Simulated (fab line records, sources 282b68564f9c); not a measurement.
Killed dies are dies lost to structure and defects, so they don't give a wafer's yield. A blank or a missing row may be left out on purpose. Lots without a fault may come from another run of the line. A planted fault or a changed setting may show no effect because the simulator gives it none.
Which tool did it? | flow rit_cmos | 13 lots, 39 wafers sampled, at 5 steps of a route of 202

WHAT THE GAUGES READ, wafer by wafer
RIT_ACTIVE_THK_MEAS_02. Usual: ACTIVE_OXIDE_THK 46.5 nm, standard deviation 0.8.
lot  | measured    | on            | ACTIVE_OXIDE_THK (nm) | flag
L488 | day 1 13:00 | film_metro-03 | 46.2 46.3 46.2        |
L489 | day 1 19:02 | film_metro-03 | 45.5 45.4 45.9        |
L490 | day 1 22:24 | film_metro-04 | 46.2 46.4 46.8        |
L491 | day 2 04:28 | film_metro-03 | 46.8 47.9 47.2        |
L497 | day 3 12:14 | film_metro-03 | 46.4 46.3 47.1        |
L499 | day 3 19:04 | film_metro-04 | 32.8 33.0 31.4        | OFF
L501 | day 4 05:04 | film_metro-04 | 46.4 45.4 45.5        |
L502 | day 4 11:29 | film_metro-03 | 30.7 30.4 30.8        | OFF
L503 | day 4 15:04 | film_metro-01 | 45.9 45.5 46.0        |
L505 | day 5 01:05 | film_metro-01 | 46.7 46.0 46.6        |
L506 | day 5 06:04 | film_metro-04 | 46.7 46.3 46.8        |
L508 | day 5 16:03 | film_metro-01 | 46.7 46.5 47.4        |
L510 | day 6 02:05 | film_metro-04 | 46.6 45.9 45.9        |

RIT_M1_CD_MEAS_09: target cd 2600 nm. Usual: cd_nm 2599.4 nm, standard deviation 1.9.
lot  | measured    | on        | cd_nm (nm)           | flag
L488 | day 3 23:47 | cd_sem-02 | 2602.5 2600.1 2600.4 |
L489 | day 4 05:47 | cd_sem-01 | 2600.1 2600.6 2599.1 |
L490 | day 4 04:58 | cd_sem-01 | 2599.0 2598.3 2598.8 |
L491 | day 4 11:55 | cd_sem-01 | 2600.5 2600.7 2599.3 |
L497 | day 5 10:38 | cd_sem-02 | 2598.9 2596.3 2595.7 |
L499 | day 5 19:59 | cd_sem-02 | 2597.7 2599.2 2598.0 |
L501 | day 6 01:00 | cd_sem-02 | 2598.2 2598.5 2601.8 |
L502 | day 6 06:07 | cd_sem-01 | 2600.7 2601.0 2600.4 |
L503 | day 6 11:02 | cd_sem-01 | 2599.0 2597.9 2595.0 |
L505 | day 6 19:02 | cd_sem-02 | 2601.1 2599.8 2601.5 |
L506 | day 7 02:02 | cd_sem-01 | 2603.0 2598.9 2599.3 |
L508 | day 7 13:46 | cd_sem-01 | 2597.8 2597.1 2598.3 |
L510 | day 8 03:38 | cd_sem-01 | 2603.4 2600.3 2599.3 |

WHICH TOOL RAN EACH LOT (tool, then ch and the chambers of the sampled wafers, then the start)
lot  | RIT_ACTIVE_OXIDATION_01      | RIT_SILICIDE_SPUTTER_01     | RIT_CONTACT_STRIP_12
L488 | furnace-01 ch 0, day 1 11:03 | pvd_sputter-04, day 3 18:53 | plasma_asher-02 ch 0,1, day 3 21:12
L489 | furnace-01 ch 0, day 1 17:06 | pvd_sputter-03, day 4 00:55 | plasma_asher-02 ch 0,1, day 4 03:04
L490 | furnace-04 ch 0, day 1 20:28 | pvd_sputter-01, day 4 00:32 | plasma_asher-01 ch 0,1, day 4 02:50
L491 | furnace-04 ch 0, day 2 02:32 | pvd_sputter-04, day 4 06:32 | plasma_asher-04 ch 0,1, day 4 08:44
L497 | furnace-04 ch 0, day 3 10:17 | pvd_sputter-04, day 5 05:59 | plasma_asher-02 ch 0, day 5 08:15
L499 | furnace-01 ch 0, day 3 17:07 | pvd_sputter-04, day 5 15:28 | plasma_asher-02 ch 0,1, day 5 17:58
L501 | furnace-04 ch 0, day 4 03:08 | pvd_sputter-04, day 5 20:45 | plasma_asher-04 ch 0,1, day 5 22:53
L502 | furnace-01 ch 0, day 4 09:33 | pvd_sputter-04, day 6 01:46 | plasma_asher-01 ch 0,1, day 6 03:58
L503 | furnace-02 ch 0, day 4 13:07 | pvd_sputter-03, day 6 06:40 | plasma_asher-01 ch 0,1, day 6 08:52
L505 | furnace-04 ch 0, day 4 23:09 | pvd_sputter-03, day 6 14:41 | plasma_asher-01 ch 0,1, day 6 16:54
L506 | furnace-02 ch 0, day 5 04:07 | pvd_sputter-01, day 6 21:47 | plasma_asher-01 ch 0,1, day 7 00:04
L508 | furnace-02 ch 0, day 5 14:07 | pvd_sputter-01, day 7 09:34 | plasma_asher-04 ch 0,1, day 7 11:38
L510 | furnace-02 ch 0, day 6 00:07 | pvd_sputter-01, day 7 21:35 | plasma_asher-02 ch 0,1, day 7 23:44
- RIT_ACTIVE_OXIDATION_01: target thk 46.8 nm, ox time 3360 s.
- RIT_SILICIDE_SPUTTER_01: material Ti, target thk 30 nm, time 240 s.
- RIT_CONTACT_STRIP_12: strips in O2, time 180 s.

WHAT THE TOOLS THEMSELVES READ (means of the sampled wafers that have a number; where no wafer has one, the mark that the record gives instead)
RIT_ACTIVE_OXIDATION_01. Usual: spike_tc_centre_C 1001.7 C, standard deviation 1.6; spike_tc_load_C 1024.6 C, standard deviation 2.3; spike_tc_source_C 1025 C, standard deviation 3.5; tube_center_temp_C 1000 C, standard deviation 0.089; tube_center_temp_C_max 1002.6, standard deviation 0.44; zone_power_centre_pct 45.9 %, standard deviation 0.53.
lot  | tool       | spike_tc_centre_C (C) | spike_tc_load_C (C) | spike_tc_source_C (C) | tube_center_temp_C (C) | tube_center_temp_C_max | zone_power_centre_pct (%) | flag
L488 | furnace-01 | 1002.2                | 1022.7              | 1022                  | 1000                   | 1002.5                 | 45.7                      |
L489 | furnace-01 | 1002.5                | 1022.7              | 1023                  | 1000                   | 1002.2                 | 45.7                      |
L490 | furnace-04 | 1000.1                | 1023.9              | 1028                  | 1000                   | 1002.6                 | 46.7                      |
L491 | furnace-04 | 1000.4                | 1026.0              | 1029                  | 1000                   | 1003.0                 | 46.3                      |
L497 | furnace-04 | 1001.4                | 1024.6              | 1028                  | 1000                   | 1002.7                 | 45.9                      |
L499 | furnace-01 | 963.7                 | 982.1               | 980                   | 960                    | 962.6                  | 43.3                      | OFF
L501 | furnace-04 | 999.3                 | 1023.7              | 1029                  | 1000                   | 1002.6                 | 46.3                      |
L502 | furnace-01 | 962.8                 | 982.2               | 980                   | 960                    | 962.5                  | 43.2                      | OFF
L503 | furnace-02 | 1002.0                | 1028.7              | 1026                  | 1000                   | 1002.6                 | 46.0                      |
L505 | furnace-04 | 1000.7                | 1024.9              | 1028                  | 1000                   | 1002.2                 | 45.8                      |
L506 | furnace-02 | 1001.1                | 1029.2              | 1027                  | 1000                   | 1002.8                 | 45.6                      |
L508 | furnace-02 | 1000.9                | 1028.6              | 1026                  | 1000                   | 1002.5                 | 45.4                      |
L510 | furnace-02 | 1001.7                | 1027.7              | 1026                  | 1000                   | 1002.4                 | 45.5                      |

RIT_SILICIDE_SPUTTER_01. Usual: throttle_valve_pct 30.4 %, standard deviation 1.1.
lot  | tool           | throttle_valve_pct (%) | flag
L488 | pvd_sputter-04 | 30.9                   |
L489 | pvd_sputter-03 | 29.1                   |
L490 | pvd_sputter-01 | 31.4                   |
L491 | pvd_sputter-04 | 30.4                   |
L497 | pvd_sputter-04 | 31.1                   |
L499 | pvd_sputter-04 | 31.2                   |
L501 | pvd_sputter-04 | 30.9                   |
L502 | pvd_sputter-04 | 30.2                   |
L503 | pvd_sputter-03 | 29.1                   |
L505 | pvd_sputter-03 | 30.2                   |
L506 | pvd_sputter-01 | 31.3                   |
L508 | pvd_sputter-01 | 30.1                   |
L510 | pvd_sputter-01 | 29.7                   |

RIT_CONTACT_STRIP_12. Usual: drypump_motor_current_A 6.0 A, standard deviation 0.39; rf_refl_power_W 7.0 W, standard deviation 2.
lot  | tool            | drypump_motor_current_A (A) | rf_refl_power_W (W) | flag
L488 | plasma_asher-02 | 5.9                         | 6.2                 |
L489 | plasma_asher-02 | 6.1                         | 7.6                 |
L490 | plasma_asher-01 | 5.7                         | 6.6                 |
L491 | plasma_asher-04 | 6.0                         | 7.1                 |
L497 | plasma_asher-02 | 6.3                         | 8.9                 |
L499 | plasma_asher-02 | 5.9                         | 6.4                 |
L501 | plasma_asher-04 | 6.3                         | 8.4                 |
L502 | plasma_asher-01 | 5.6                         | 5.5                 |
L503 | plasma_asher-01 | 5.6                         | 5.4                 |
L505 | plasma_asher-01 | 5.7                         | 5.6                 |
L506 | plasma_asher-01 | 5.6                         | 5.4                 |
L508 | plasma_asher-04 | 6.3                         | 8.4                 |
L510 | plasma_asher-02 | 6.1                         | 7.6                 |

THE ANSWER, worked out from the rows above alone
Rule: a lot is off if the mean of its wafers that have a number lies more than 3 standard deviations from the usual mean. A lot without any number at a reading at which 4 lots or more have one is off too. The other lots that the step has rows for count as sound. The gauges are gone through in route order, then the tools' own readings, and for those a lot's mean is taken as printed above. The first step at which some lot is off is used, and at that step the reading that is off furthest; a lot without a number counts as furthest.
Off: L499, L502, at RIT_ACTIVE_THK_MEAS_02 (ACTIVE_OXIDE_THK).
A tool fits if, at a process step before that reading, it ran every lot that is off, and no sound lot after the first of them. The gauges at RIT_ACTIVE_THK_MEAS_02 aren't tried: what is off there is off at RIT_ACTIVE_OXIDATION_01 too, on other tools, and a gauge's error can't cause that. One fits: furnace-01 at RIT_ACTIVE_OXIDATION_01. Its last sound lot is L489 (day 1 17:06), its first lot that is off L499 (day 3 17:07): a fault that began between those two fits.
The tool's own readings at RIT_ACTIVE_OXIDATION_01 bear it out: on the lots that are off they differ by more than 5 times the standard deviation of the sound lots' means. spike_tc_centre_C reads 963.2 C there against 1001.1 C on the sound lots; spike_tc_load_C reads 982.2 C there against 1025.7 C on the sound lots; spike_tc_source_C reads 980 C there against 1027 C on the sound lots; tube_center_temp_C reads 960 C there against 1000 C on the sound lots; tube_center_temp_C_max reads 962.5 there against 1002.6 on the sound lots; zone_power_centre_pct reads 43.2 % there against 45.9 % on the sound lots.

WHAT THE SIMULATOR HAD PUT IN
Process parameter drift: furnace-01, from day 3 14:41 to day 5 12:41, at RIT_ACTIVE_OXIDATION_01. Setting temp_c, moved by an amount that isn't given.
Lots struck among those shown: L499, L502. The rule above found the same.
